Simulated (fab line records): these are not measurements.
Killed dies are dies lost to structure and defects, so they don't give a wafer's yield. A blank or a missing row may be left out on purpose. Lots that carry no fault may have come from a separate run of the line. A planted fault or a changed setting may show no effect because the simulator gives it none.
Which tool did it? || flow ritCmos || 14 lots, 42 wafers sampled, at 2 steps of a route of 202

WHAT EACH GAUGE READ, for each wafer
The record holds no reading of a measuring or inspecting step that can be judged against a usual standard deviation.

TOOL THAT RAN EACH LOT (tool first, then ch and the chambers of the sampled wafers, then the start)
{"lot": "L377", "RIT_CONTACT_CVD_00": "pecvd-04 ch 0,1,2, day 3 19:23", "RIT_M1_PROBE_99": "prober-01, day 4 03:21"}
{"lot": "L379", "RIT_CONTACT_CVD_00": "pecvd-02 ch 0,1,2, day 4 01:02", "RIT_M1_PROBE_99": "prober-02, day 4 08:21"}
{"lot": "L380", "RIT_CONTACT_CVD_00": "pecvd-04 ch 0,1,2, day 4 07:02", "RIT_M1_PROBE_99": "prober-02, day 4 14:35"}
{"lot": "L383", "RIT_CONTACT_CVD_00": "pecvd-02 ch 0,2, day 4 19:49", "RIT_M1_PROBE_99": "prober-01, day 5 02:37"}
{"lot": "L385", "RIT_CONTACT_CVD_00": "pecvd-04 ch 0,1,2, day 4 23:42", "RIT_M1_PROBE_99": "prober-02, day 5 06:28"}
{"lot": "L387", "RIT_CONTACT_CVD_00": "pecvd-04 ch 0,1,2, day 5 10:25", "RIT_M1_PROBE_99": "prober-01, day 5 17:05"}
{"lot": "L388", "RIT_CONTACT_CVD_00": "pecvd-01 ch 0,1,2, day 5 15:58", "RIT_M1_PROBE_99": "prober-02, day 5 22:41"}
{"lot": "L390", "RIT_CONTACT_CVD_00": "pecvd-04 ch 0,1, day 5 21:16", "RIT_M1_PROBE_99": "prober-02, day 6 03:40"}
{"lot": "L393", "RIT_CONTACT_CVD_00": "pecvd-04 ch 0,1,2, day 6 12:17", "RIT_M1_PROBE_99": "prober-01, day 6 19:49"}
{"lot": "L395", "RIT_CONTACT_CVD_00": "pecvd-02 ch 1,2, day 6 22:18", "RIT_M1_PROBE_99": "prober-01, day 7 05:22"}
{"lot": "L396", "RIT_CONTACT_CVD_00": "pecvd-04 ch 0,1, day 7 02:05", "RIT_M1_PROBE_99": "prober-02, day 7 08:35"}
{"lot": "L397", "RIT_CONTACT_CVD_00": "pecvd-01 ch 0,2, day 7 10:04", "RIT_M1_PROBE_99": "prober-01, day 7 17:26"}
{"lot": "L398", "RIT_CONTACT_CVD_00": "pecvd-02 ch 0,1,2, day 7 16:38", "RIT_M1_PROBE_99": "prober-02, day 8 00:42"}
{"lot": "L400", "RIT_CONTACT_CVD_00": "pecvd-01 ch 0,2, day 8 01:50", "RIT_M1_PROBE_99": "prober-02, day 8 08:19"}
- RIT_CONTACT_CVD_00: deposits SiO2 from TEOS, target thk 400 nm, time 61 s.
- RIT_M1_PROBE_99

AS READ BY THE TOOLS THEMSELVES (means over the sampled wafers that have a number; for cases with no such wafer, the mark the record gives instead)
RIT_CONTACT_CVD_00.
{"lot": "L377", "tool": "pecvd-04", "heaterPowerW (W)": 331}
{"lot": "L379", "tool": "pecvd-02", "heaterPowerW (W)": 349}
{"lot": "L380", "tool": "pecvd-04", "heaterPowerW (W)": 299}
{"lot": "L383", "tool": "pecvd-02", "heaterPowerW (W)": 296}
{"lot": "L385", "tool": "pecvd-04", "heaterPowerW (W)": 342}
{"lot": "L387", "tool": "pecvd-04", "heaterPowerW (W)": 334}
{"lot": "L388", "tool": "pecvd-01", "heaterPowerW (W)": 384}
{"lot": "L390", "tool": "pecvd-04", "heaterPowerW (W)": 313}
{"lot": "L393", "tool": "pecvd-04", "heaterPowerW (W)": 348}
{"lot": "L395", "tool": "pecvd-02", "heaterPowerW (W)": 376}
{"lot": "L396", "tool": "pecvd-04", "heaterPowerW (W)": 310}
{"lot": "L397", "tool": "pecvd-01", "heaterPowerW (W)": 438}
{"lot": "L398", "tool": "pecvd-02", "heaterPowerW (W)": 324}
{"lot": "L400", "tool": "pecvd-01", "heaterPowerW (W)": 373}

RIT_M1_PROBE_99.
{"lot": "L377", "tool": "prober-01", "killed_at_M0_to_M3": 0.0, "killedAtContacts": 0.0, "killedAtFrontEnd": 3, "killedDies": 3, "killedOnRim": 1.0, "killedOpen": 2.3, "killedShort": 1.0}
{"lot": "L379", "tool": "prober-02", "killed_at_M0_to_M3": 0.0, "killedAtContacts": 0.0, "killedAtFrontEnd": 6, "killedDies": 6, "killedOnRim": 1.3, "killedOpen": 3.0, "killedShort": 2.7}
{"lot": "L380", "tool": "prober-02", "killed_at_M0_to_M3": 0.0, "killedAtContacts": 0.0, "killedAtFrontEnd": 5, "killedDies": 5, "killedOnRim": 1.0, "killedOpen": 2.7, "killedShort": 2.7}
{"lot": "L383", "tool": "prober-01", "killed_at_M0_to_M3": 0.0, "killedAtContacts": 0.0, "killedAtFrontEnd": 7, "killedDies": 7, "killedOnRim": 2.7, "killedOpen": 2.7, "killedShort": 4.7}
{"lot": "L385", "tool": "prober-02", "killed_at_M0_to_M3": 0.0, "killedAtContacts": 0.0, "killedAtFrontEnd": 6, "killedDies": 6, "killedOnRim": 1.0, "killedOpen": 2.3, "killedShort": 4.0}
{"lot": "L387", "tool": "prober-01", "killed_at_M0_to_M3": 0.0, "killedAtContacts": 0.3, "killedAtFrontEnd": 8, "killedDies": 8, "killedOnRim": 2.0, "killedOpen": 3.0, "killedShort": 5.0}
{"lot": "L388", "tool": "prober-02", "killed_at_M0_to_M3": 0.0, "killedAtContacts": 0.0, "killedAtFrontEnd": 11, "killedDies": 11, "killedOnRim": 3.7, "killedOpen": 4.0, "killedShort": 6.3}
{"lot": "L390", "tool": "prober-02", "killed_at_M0_to_M3": 0.0, "killedAtContacts": 0.0, "killedAtFrontEnd": 6, "killedDies": 6, "killedOnRim": 1.7, "killedOpen": 2.7, "killedShort": 3.0}
{"lot": "L393", "tool": "prober-01", "killed_at_M0_to_M3": 0.0, "killedAtContacts": 5.3, "killedAtFrontEnd": 7, "killedDies": 12, "killedOnRim": 4.0, "killedOpen": 3.7, "killedShort": 3.3}
{"lot": "L395", "tool": "prober-01", "killed_at_M0_to_M3": 0.0, "killedAtContacts": 0.0, "killedAtFrontEnd": 9, "killedDies": 9, "killedOnRim": 1.7, "killedOpen": 5.0, "killedShort": 3.7}
{"lot": "L396", "tool": "prober-02", "killed_at_M0_to_M3": 0.0, "killedAtContacts": 4.7, "killedAtFrontEnd": 11, "killedDies": 15, "killedOnRim": 7.7, "killedOpen": 3.3, "killedShort": 7.3}
{"lot": "L397", "tool": "prober-01", "killed_at_M0_to_M3": 0.0, "killedAtContacts": 0.0, "killedAtFrontEnd": 9, "killedDies": 9, "killedOnRim": 3.0, "killedOpen": 3.7, "killedShort": 5.0}
{"lot": "L398", "tool": "prober-02", "killed_at_M0_to_M3": 0.3, "killedAtContacts": 0.3, "killedAtFrontEnd": 5, "killedDies": 6, "killedOnRim": 2.7, "killedOpen": 2.7, "killedShort": 2.3}
{"lot": "L400", "tool": "prober-02", "killed_at_M0_to_M3": 0.0, "killedAtContacts": 0.0, "killedAtFrontEnd": 3, "killedDies": 3, "killedOnRim": 0.3, "killedOpen": 1.0, "killedShort": 2.3}

THE ANSWER, worked out from the rows above alone
Rule: usual is defined by the lots themselves. The widest of any qualifying gaps counts: lots, ordered by their means at a reading, are off when they make up no more than a third of the lots, leave a main group of 4 or more, and stand apart from it by 3 or more times the standard deviation of that group's means. If all means in a main group match to the digits the tables above print for the reading, that group is not used. Also off: a lot with no number at a reading for which 4 or more lots have one. Any other lot the step has rows for is counted as sound. After the gauges, taken in route order, come the tools' own readings; for these a lot's mean is taken, as printed above. The first step at which some lot is off is used, and at that step the reading that is off furthest; a lot without a number counts as furthest.
Off at RIT_M1_PROBE_99 (killedAtContacts): L393, L396. Main group: mean 0.0, sd 0.11.
If a tool, at that step or one of the process steps before it, ran each lot that is off and ran no sound lot following the first of them, it fits. One candidate fits, namely pecvd-04 at RIT_CONTACT_CVD_00. A fault onset in the window from L390 (day 5 21:16, its last sound lot) to L393 (day 6 12:17, its first lot off) fits.

WHAT THE SIMULATOR HAD INSERTED
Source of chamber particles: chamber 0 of pecvd-04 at RIT_CONTACT_CVD_00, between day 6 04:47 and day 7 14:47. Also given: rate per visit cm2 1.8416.
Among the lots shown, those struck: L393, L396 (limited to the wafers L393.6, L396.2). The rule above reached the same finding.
